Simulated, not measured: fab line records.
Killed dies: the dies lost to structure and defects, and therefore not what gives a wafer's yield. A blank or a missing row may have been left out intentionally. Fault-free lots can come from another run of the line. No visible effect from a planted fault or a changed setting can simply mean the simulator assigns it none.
Chamber matching ; flow berkeleyCmos170 ; rieDiel-01 running UCB170_ZERO_ETCH_06: 4 sister chambers
The step etches SiO2 in CHF3/CF4/Ar, time 12 s. 7 wafers are shown with their chamber, then 7 later ones without.

EACH WAFER AND ITS CHAMBER
wafer;chamber;drypumpMotorCurrentA (A);throttleValvePct (%)
L110.4;1;5.26;9.27
L116.2;1;5.27;9.29
L118.2;3;5.87;9.43
L118.3;0;5.71;9.16
L118.5;3;5.85;9.43
L124.2;2;5.62;9.24
L124.4;2;5.63;9.22

WAFERS WITH NO CHAMBER GIVEN
wafer;drypumpMotorCurrentA (A);throttleValvePct (%)
L124.6;5.25;9.28
L128.1;5.75;9.17
L128.2;5.24;9.27
L128.5;5.23;9.27
L129.1;5.63;9.24
L129.3;5.26;9.28
L129.6;5.72;9.15

CHAMBER TAKEN BY EACH
wafer;from the rows above;in truth
L124.6;1;1
L128.1;0;0
L128.2;1;1
L128.5;1;1
L129.1;2;2
L129.3;1;1
L129.6;0;0
Correctly placed: 7 of 7. From these rows, 0 cannot be placed. Wrongly placed: 0.
How it was worked out, from the rows above alone: a wafer's distance from a chamber is the root of the sum, over the readings, of the square of ((its reading less the chamber's mean) divided by the reading's scatter). If the next closest chamber is less than 2 further off than the closest, the wafer can't be placed; otherwise it belongs to the closest. The mean given for a chamber averages the wafers shown for that chamber. How the scatter is found: for the shown wafers, subtract from each reading the mean of its chamber, square and add these, divide the total by (wafers less chambers), then take the root.
